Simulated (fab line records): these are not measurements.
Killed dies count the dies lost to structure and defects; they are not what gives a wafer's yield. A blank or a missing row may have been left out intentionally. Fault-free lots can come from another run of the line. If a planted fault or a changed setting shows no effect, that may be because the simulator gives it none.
fab line records	flow berkeley-cmos170
[record] lots = 5	wafers = 15	last-day = 13
route steps=331 shown M2@276 V2@292
lots that met no fault: from a run of the same line without faults
start-h: hours from the record's first day to the start of the lot's first wafer shown	wait-h: hours elapsed since this lot's preceding step	" unchanged from the row above	L1.1+2: a single row standing in for several wafers	- value missing, or start not given	* or withheld: withheld	< > ~ a bound
route shown NAME@n: a module of which the file shows steps, and the number in the route of the first	usual: mean/standard deviation taken from wafers without a fault	same: alike in all rows	chamber/n: place in a boat	sites: the reading at each site	_std_site: the standard deviation of these	_edge_site: inner sites' mean taken away from outer sites' mean	radius-mm: for every site, how far away it sits from the centre of the wafer	mask NAME#n: copy n	behind: the most recent tool/chamber to have shaped the wafer	hold: reason for holding the lot/hours on hold/outcome of the hold	device: names the non-switching transistor (n, p or np)	end of line: tests of these same wafers at the route's end	a step without rows: its recipe alone	killed: dies that structure and defects cost at the first sort, which is not the same as the wafer's yield	map: per-die view of a wafer (x killed, . not killed, _ where there is no die)
set.NAME: the run value of the setting; set.NAME@STEP: its run value at that earlier step	model.NAME: the simulator's own value behind a step, which no gauge read
lots at selected steps of the route; one table per step, one row per wafer
services: the hour from which a tool's chamber was out of use, counted from the record's first day as start-h (under 0 if before that day), plus the number of hours and why
[[steps]]
[step UCB170_M2_COAT_05]
[recipe] resist = KrF	spin-rpm = 1500	resist-thk-nm = 900
lot.wafer	tool	chamber	start-h	wait-h
L081.2+3+5	litho-track-01	0	214.18	0.1
L087.2+4+6	litho-track-02	0	251.70	0.1
L089.4+5+6	litho-track-04	0	268.82	0.1
L097.2+4+6	litho-track-04	0	301.77	0.1
L096.1+3+5	litho-track-02	0	304.25	0.1
[step UCB170_M2_SOFTBAKE_06]
[recipe] resist = KrF	temp-c = 130	time-s = 60
[same] time-s = 60
lot.wafer	tool	chamber	start-h	wait-h
L081.2+3+5	litho-track-01	0	214.33	0.1
L087.2+4+6	litho-track-02	0	251.85	0.1
L089.4+5+6	litho-track-04	0	268.97	0.1
L097.2+4+6	litho-track-04	0	301.92	0.1
L096.1+3+5	litho-track-02	0	304.40	0.1
[step UCB170_M2_STRIP_07]
[recipe] chemistry = O2	power-w = 400	pressure-mtorr = 3500	platen-temp-c = withheld	o2-flow-sccm = 400	overash-fraction = 0.5
[usual] drypump-motor-current-A = 5.8/0.36	o2-flow-sccm = 400.2/1.1	oes-product-au = 0.735/0.0048	strip-time-to-endpoint-s = 21.94/0.071
lot.wafer	tool	chamber	start-h	wait-h	drypump-motor-current-A	o2-flow-sccm	oes-product-au	rf-hours-counter-h	strip-time-to-endpoint-s
L081.2	plasma-asher-04	0	214.46	0.1	5.6	401.0	0.727	10	21.99
L081.3	"	1	"	"	5.4	400.9	0.734	-	22.01
L081.5	"	0	"	"	5.6	401.0	0.738	-	21.96
L087.2	plasma-asher-04	1	251.98	0.1	5.4	402.0	0.732	14	21.92
L087.4	"	0	"	"	5.6	400.8	0.735	-	21.96
L087.6	"	1	"	"	5.5	400.7	0.731	-	21.89
L089.4	plasma-asher-03	0	269.07	0.1	6.6	399.9	0.732	-	21.98
L089.5	"	0	"	"	6.6	400.1	0.731	-	21.91
L089.6	"	1	"	"	5.7	400.3	0.728	-	21.92
L097.2	plasma-asher-01	1	302.05	0.1	6.2	400.9	0.728	58	21.94
L097.4	"	0	"	"	5.7	400.0	0.731	-	22.00
L097.6	"	1	"	"	6.2	402.2	0.733	-	21.99
L096.1	plasma-asher-01	1	304.55	0.1	6.2	399.6	0.730	58	21.80
L096.3	"	1	"	"	6.2	399.3	0.741	-	21.77
L096.5	"	1	"	"	6.2	400.4	0.737	-	21.78
[step UCB170_M2_STRIP_08]
[recipe] chemistry = DMSO	temp-c = 80	time-s = 600	material = KrF
[usual] temp-c = 79.97/0.12
[same] time-s = 600
lot.wafer	tool	chamber	start-h	wait-h	temp-c
L081.2	wet-bench-03	3	217.05	2.6	79.99
L081.3	"	3	"	"	79.86
L081.5	"	3	"	"	79.81
L087.2	wet-bench-02	0	252.08	0.1	79.94
L087.4	"	0	"	"	79.79
L087.6	"	0	"	"	79.91
L089.4	wet-bench-02	1	271.41	2.3	79.88
L089.5	"	1	"	"	79.86
L089.6	"	1	"	"	80.04
L097.2	wet-bench-02	3	302.18	0.1	80.06
L097.4	"	3	"	"	79.92
L097.6	"	3	"	"	79.98
L096.1	wet-bench-02	2	304.65	0.1	80.15
L096.3	"	2	"	"	79.98
L096.5	"	2	"	"	80.01
[step UCB170_M2_COAT_09]
[recipe] resist = BARC	temp-c = withheld	time-s = withheld	spin-rpm = 3000	resist-thk-nm = withheld
lot.wafer	tool	chamber	start-h	wait-h
L081.2+3+5	litho-track-02	0	217.27	0.0
L087.2+4+6	litho-track-02	0	252.28	0.0
L089.4+5+6	litho-track-02	0	271.66	0.1
L097.2+4+6	litho-track-04	0	302.52	0.2
L096.1+3+5	litho-track-01	0	304.84	0.0
[step UCB170_M2_COAT_10]
[recipe] resist = KrF	spin-rpm = 1500	resist-thk-nm = 900
lot.wafer	tool	chamber	start-h	wait-h
L081.2+3+5	litho-track-02	0	-	-
L087.2+4+6	litho-track-02	0	-	-
L089.4+5+6	litho-track-02	0	-	-
L097.2+4+6	litho-track-04	0	-	-
L096.1+3+5	litho-track-01	0	-	-
[step UCB170_M2_SOFTBAKE_11]
[recipe] resist = KrF	temp-c = 130	time-s = 62.5
[usual] plate-sensor-t-centre-C = 131.41/0.01	plate-sensor-t-edge-C = 131.53/0.011
[same] time-s = 62.5
lot.wafer	tool	chamber	start-h	wait-h	plate-sensor-t-centre-C	plate-sensor-t-edge-C
L081.2	litho-track-02	0	-	-	131.41	131.53
L081.3	"	0	"	"	131.42	131.54
L081.5	"	0	"	"	131.42	131.51
L087.2	litho-track-02	0	-	-	131.4	131.52
L087.4	"	0	"	"	131.42	131.5
L087.6	"	0	"	"	131.41	131.53
L089.4	litho-track-02	0	-	-	131.41	131.53
L089.5	"	0	"	"	131.4	131.54
L089.6	"	0	"	"	131.41	131.53
L097.2	litho-track-04	0	-	-	131.4	131.53
L097.4	"	0	"	"	131.4	131.54
L097.6	"	0	"	"	131.42	131.52
L096.1	litho-track-01	0	-	-	131.41	131.52
L096.3	"	0	"	"	131.42	131.54
L096.5	"	0	"	"	131.41	131.53
[step UCB170_M2_EXPOSE_12]
[recipe] mask-id = METAL2	target-cd-nm = 700	na = 0.5	sigma-outer = 0.6	source-shape = conventional	dose-mj = 26
lot.wafer	tool	chamber	start-h	wait-h	mask
L081.2+3+5	krf-scanner-02	0	217.93	-	METAL2#0
L087.2+4+6	krf-scanner-02	0	252.72	-	METAL2#0
L089.4+5+6	krf-scanner-01	0	272.22	-	METAL2#0
L097.2+4+6	krf-scanner-01	0	302.97	-	METAL2#0
L096.1+3+5	krf-scanner-01	0	305.29	-	METAL2#0
[step UCB170_M2_PEB_13]
[recipe] peb-temp-c = 130	peb-time-s = withheld	resist = KrF
lot.wafer	tool	chamber	start-h	wait-h
L081.2+3+5	litho-track-02	0	218.44	0.5
L087.2+4+6	litho-track-02	0	253.18	0.4
L089.4+5+6	litho-track-01	0	272.69	0.5
L097.2+4+6	litho-track-04	0	303.25	0.3
L096.1+3+5	litho-track-04	0	305.41	0.1
[step UCB170_M2_DEVELOP_14]
[recipe] developer = TMAH	develop-time-s = 45	resist = KrF	dev-temp-c = 21
lot.wafer	tool	chamber	start-h	wait-h
L081.2+3+5	litho-track-02	0	-	-
L087.2+4+6	litho-track-02	0	-	-
L089.4+5+6	litho-track-01	0	-	-
L097.2+4+6	litho-track-04	0	-	-
L096.1+3+5	litho-track-04	0	-	-
[step UCB170_M2_CD_MEAS_15]
[recipe] target-cd-nm = 700
[usual] cd-nm = 699.9/1.6
lot.wafer	tool	chamber	start-h	wait-h	cd-nm
L081.2	cd-sem-02	-	218.71	-	699.8
L081.3	"	-	"	"	701.0
L081.5	"	-	"	"	701.4
L087.2	cd-sem-01	-	253.45	-	703.8
L087.4	"	-	"	"	703.2
L087.6	"	-	"	"	702.7
L089.4	cd-sem-02	-	272.95	-	700.2
L089.5	"	-	"	"	699.5
L089.6	"	-	"	"	698.4
L097.2	cd-sem-01	-	303.52	-	700.3
L097.4	"	-	"	"	699.1
L097.6	"	-	"	"	701.0
L096.1	cd-sem-02	-	305.69	-	699.2
L096.3	"	-	"	"	699.5
L096.5	"	-	"	"	700.4
[step UCB170_M2_OVL_MEAS_16]
[usual] M2_OVL = -2/5.3
lot.wafer	tool	chamber	start-h	wait-h	M2_OVL[nm]
L081.2	overlay-02	-	218.82	0.1	-4
L081.3	"	-	"	"	-4
L081.5	"	-	"	"	-2
L087.2	overlay-02	-	253.55	0.1	-11
L087.4	"	-	"	"	-6
L087.6	"	-	"	"	-6
L089.4	overlay-01	-	273.03	0.1	7
L089.5	"	-	"	"	4
L089.6	"	-	"	"	3
L097.2	overlay-02	-	303.62	0.1	-4
L097.4	"	-	"	"	0
L097.6	"	-	"	"	-10
L096.1	overlay-01	-	305.81	0.1	1
L096.3	"	-	"	"	-2
L096.5	"	-	"	"	-1
[step UCB170_M2_ETCH_17]
[recipe] chemistry = N2/H2	target-depth-a = withheld	overetch-a = withheld	target = BARC	time-s = withheld	source-w = 500	bias-w = 100	pressure-mtorr = 30	n2-flow-sccm = 100	h2-flow-sccm = 200
[usual] bias-w = 100.03/0.27	drypump-motor-current-A = 6.1/0.46	oes-product-au = 1.001/0.014	throttle-valve-pct = 13.29/0.19
lot.wafer	tool	chamber	start-h	wait-h	bias-w	drypump-motor-current-A	oes-product-au	throttle-valve-pct
L081.2	rie-diel-04	1	218.85	0.0	100.05	5.8	0.989	13.56
L081.3	"	0	"	"	100.03	4.9	1.013	13.32
L081.5	"	2	"	"	100.27	6.6	0.983	13.38
L087.2	rie-diel-02	1	253.58	0.0	100.14	6.2	1.014	13.17
L087.4	"	2	"	"	100.14	5.9	0.976	12.91
L087.6	"	0	"	"	100.02	6.3	0.999	13.21
L089.4	rie-diel-04	0	273.05	0.0	99.78	5.0	1.012	13.31
L089.5	"	3	"	"	99.43	5.6	0.989	13.55
L089.6	"	2	"	"	99.77	6.6	0.992	13.36
L097.2	rie-diel-04	3	303.65	0.0	99.94	5.6	0.990	13.55
L097.4	"	1	"	"	99.82	5.8	1.003	13.55
L097.6	"	0	"	"	100.08	5.0	1.005	13.31
L096.1	rie-diel-02	1	305.84	0.0	99.81	6.2	1.016	13.17
L096.3	"	2	"	"	100.02	5.9	0.986	12.93
L096.5	"	0	"	"	100.05	6.3	1.008	13.22
[step UCB170_M2_METAL_ETCH_18]
[recipe] chemistry = Cl2/BCl3	target = Al	stop-on = SiO2	pressure-mtorr = 12	target-depth-a = 11700	over-etch-frac = 0.3	time-s = 189.4	icp-w = 600	bias-w = 120	Cl2_flow_sccm = 90	bcl3-flow-sccm = 45
[usual] bias-w = 120.0/0.36	drypump-motor-current-A = 5.7/0.37	oes-product-au = 0.865/0.0085	throttle-valve-pct = 24.46/0.22
[same] time-s = 189.4
lot.wafer	tool	chamber	start-h	wait-h	bias-w	drypump-motor-current-A	oes-product-au	rf-hours-counter-h	throttle-valve-pct
L081.2	rie-metal-03	0	218.89	-	120.1	5.1	0.873	4	24.30
L081.3	"	0	"	"	119.6	5.2	0.872	-	24.31
L081.5	"	1	"	"	119.5	5.9	0.883	-	24.54
L087.2	rie-metal-03	0	253.62	-	120.2	5.2	0.861	5	24.31
L087.4	"	1	"	"	120.1	6.0	0.868	-	24.53
L087.6	"	1	"	"	120.1	5.9	0.870	-	24.55
L089.4	rie-metal-01	1	273.15	-	119.9	5.6	0.868	-	24.11
L089.5	"	0	"	"	120.0	5.6	0.873	-	24.79
L089.6	"	1	"	"	120.3	5.6	0.861	-	24.10
L097.2	rie-metal-03	0	303.70	-	119.9	5.2	0.864	6	24.31
L097.4	"	1	"	"	120.0	6.0	0.868	-	24.53
L097.6	"	0	"	"	119.7	5.2	0.869	-	24.30
L096.1	rie-metal-02	0	305.88	-	119.8	6.4	0.853	7	24.59
L096.3	"	0	"	"	119.8	6.4	0.857	-	24.60
L096.5	"	0	"	"	120.1	6.3	0.854	-	24.58
[step UCB170_M2_STRIP_19]
[recipe] chemistry = O2	power-w = 400	pressure-mtorr = 3500	platen-temp-c = withheld	o2-flow-sccm = 400	overash-fraction = 0.5
[usual] drypump-motor-current-A = 5.9/0.39	o2-flow-sccm = 399.8/1.3	oes-product-au = 0.564/0.0088
lot.wafer	tool	chamber	start-h	wait-h	drypump-motor-current-A	o2-flow-sccm	oes-product-au	rf-hours-counter-h
L081.2	plasma-asher-01	1	219.08	0.1	6.2	399.4	0.571	48
L081.3	"	0	"	"	5.7	399.5	0.571	-
L081.5	"	0	"	"	5.7	401.3	0.569	-
L087.2	plasma-asher-01	0	253.81	0.1	5.7	401.9	0.567	52
L087.4	"	1	"	"	6.2	399.9	0.557	-
L087.6	"	1	"	"	6.2	400.8	0.565	-
L089.4	plasma-asher-01	1	273.31	0.1	6.2	399.0	0.566	-
L089.5	"	0	"	"	5.7	399.0	0.556	-
L089.6	"	1	"	"	6.2	399.3	0.575	-
L097.2	plasma-asher-03	0	303.88	0.1	6.6	400.7	0.580	51
L097.4	"	1	"	"	5.7	401.1	0.560	-
L097.6	"	0	"	"	6.7	399.6	0.566	-
L096.1	plasma-asher-04	0	306.07	0.1	5.6	400.0	0.555	21
L096.3	"	1	"	"	5.5	400.8	0.566	-
L096.5	"	1	"	"	5.4	399.4	0.557	-
[step UCB170_M2_CD_MEAS_90]
[recipe] target-cd-nm = 700
[usual] cd-nm = 701.7/2.6
lot.wafer	tool	chamber	start-h	wait-h	cd-nm
L081.2	cd-sem-01	-	219.20	0.1	701.9
L081.3	"	-	"	"	705.1
L081.5	"	-	"	"	702.5
L087.2	cd-sem-02	-	253.93	0.1	704.2
L087.4	"	-	"	"	707.4
L087.6	"	-	"	"	706.0
L089.4	cd-sem-02	-	273.44	0.1	705.1
L089.5	"	-	"	"	701.0
L089.6	"	-	"	"	701.9
L097.2	cd-sem-01	-	304.00	0.1	699.9
L097.4	"	-	"	"	698.0
L097.6	"	-	"	"	699.3
L096.1	cd-sem-01	-	306.17	0.1	697.8
L096.3	"	-	"	"	699.5
L096.5	"	-	"	"	699.5
[step UCB170_V2_CVD_00]
[recipe] material = SiO2	target-thk-nm = 2000	temp-c = 390	precursor = TEOS/O2	time-s = 250	rf-w = 550	pressure-mtorr = 9000
[usual] heater-power-w = 236/60	susceptor-temp-C = 389.99/0.21
[same] time-s = 250
lot.wafer	tool	chamber	start-h	wait-h	heater-power-w	susceptor-temp-C
L081.2	pecvd-02	1	219.30	0.1	295	390.33
L081.3	"	2	"	"	284	390.17
L081.5	"	1	"	"	361	390.25
L087.2	pecvd-04	1	254.03	0.1	332	389.83
L087.4	"	2	"	"	181	390.04
L087.6	"	0	"	"	204	389.78
L089.4	pecvd-04	1	273.58	0.1	248	390.16
L089.5	"	2	"	"	261	389.81
L089.6	"	0	"	"	205	389.85
L097.2	pecvd-02	2	304.10	0.1	300	389.92
L097.4	"	1	"	"	242	389.99
L097.6	"	2	"	"	217	390.00
L096.1	pecvd-04	1	306.29	0.1	353	390.00
L096.3	"	2	"	"	180	389.48
L096.5	"	1	"	"	332	390.22
[step UCB170_V2_THK_MEAS_01]
[recipe] reads = SiO2_of_V2_CVD_00
[usual] V2_TEOS_THK = 2003/21
lot.wafer	tool	chamber	start-h	wait-h	V2_TEOS_THK[nm]
L081.2	film-metro-01	-	219.46	0.1	1959
L081.3	"	-	"	"	1982
L081.5	"	-	"	"	2014
L087.2	film-metro-01	-	254.20	0.1	1983
L087.4	"	-	"	"	2017
L087.6	"	-	"	"	2032
L089.4	film-metro-04	-	273.68	0.0	2038
L089.5	"	-	"	"	2008
L089.6	"	-	"	"	2024
L097.2	film-metro-03	-	304.27	0.1	1998
L097.4	"	-	"	"	2037
L097.6	"	-	"	"	2024
L096.1	film-metro-04	-	306.52	0.2	1986
L096.3	"	-	"	"	2021
L096.5	"	-	"	"	2015
[step UCB170_V2_CMP_02]
[recipe] material = SiO2	down-force-psi = 6	platen-rpm = 60	pad-velocity-m-s = 0.75398
[usual] motor-current-A = 16.1/1.8	slurry-flow-ml-min = 150.0/0.43
lot.wafer	tool	chamber	start-h	wait-h	motor-current-A	slurry-flow-ml-min
L081.3	cmp-01	3	219.51	0.0	15.2	149.6
L081.2	"	0	"	"	15.7	150.7
L081.5	"	3	"	"	16.7	150.0
L087.2	cmp-01	0	254.25	0.0	15.4	149.7
L087.4	"	1	"	"	17.0	150.5
L087.6	"	1	"	"	16.4	149.9
L089.4	cmp-02	3	273.81	0.1	15.4	149.9
L089.6	"	1	"	"	18.8	150.1
L089.5	"	2	"	"	15.7	149.6
L097.2	cmp-02	1	304.37	0.1	19.3	149.8
L097.4	"	3	"	"	16.3	149.7
L097.6	"	0	"	"	11.9	150.0
L096.1	cmp-01	1	306.58	0.1	17.4	149.5
L096.3	"	3	"	"	15.8	150.3
L096.5	"	1	"	"	16.2	149.8
[step UCB170_V2_BOW_MEAS_03]
[recipe] mode = bow
[usual] V2_BOW = 36/7.5
lot.wafer	tool	chamber	start-h	wait-h	V2_BOW[um]
L081.2	film-metro-03	-	219.83	0.2	32
L081.3	"	-	"	"	43
L081.5	"	-	"	"	44
L087.2	film-metro-03	-	254.57	0.3	46
L087.4	"	-	"	"	33
L087.6	"	-	"	"	39
L089.4	film-metro-03	-	274.07	0.2	46
L089.5	"	-	"	"	42
L089.6	"	-	"	"	36
L097.2	film-metro-04	-	304.65	0.2	41
L097.4	"	-	"	"	30
L097.6	"	-	"	"	45
L096.1	film-metro-03	-	306.88	0.2	35
L096.3	"	-	"	"	39
L096.5	"	-	"	"	43
[[services]]
tool	chamber	start-h	hours	kind
cmp-02	-	195.36	0.9	repair
krf-scanner-02	-	198.03	1.3	pm
plasma-asher-03	-	202.20	9.1	repair
cmp-02	-	207.02	2.7	repair
pecvd-02	1	211.27	5.0	repair
krf-scanner-01	-	213.39	1.3	pm
rie-metal-03	-	219.36	0.9	repair
cmp-01	-	232.90	4.0	pm
rie-diel-04	-	235.16	2.8	pm
krf-scanner-01	-	240.60	1.0	pm
pecvd-02	-	242.50	14.0	pm
pecvd-04	2	242.88	8.4	repair
plasma-asher-04	-	245.85	2.8	pm
krf-scanner-01	-	248.92	4.0	pm
rie-diel-02	2	254.73	3.5	repair
krf-scanner-01	-	264.58	3.6	pm
krf-scanner-01	-	268.14	0.8	pm
plasma-asher-04	-	271.70	0.5	repair
cmp-01	-	273.93	1.8	repair
cmp-01	-	276.55	4.0	repair
krf-scanner-02	-	282.25	1.0	pm
cmp-02	-	284.32	0.5	repair
pecvd-04	0	291.77	20.4	repair
krf-scanner-02	-	306.35	1.4	repair
[[key]]
fault none
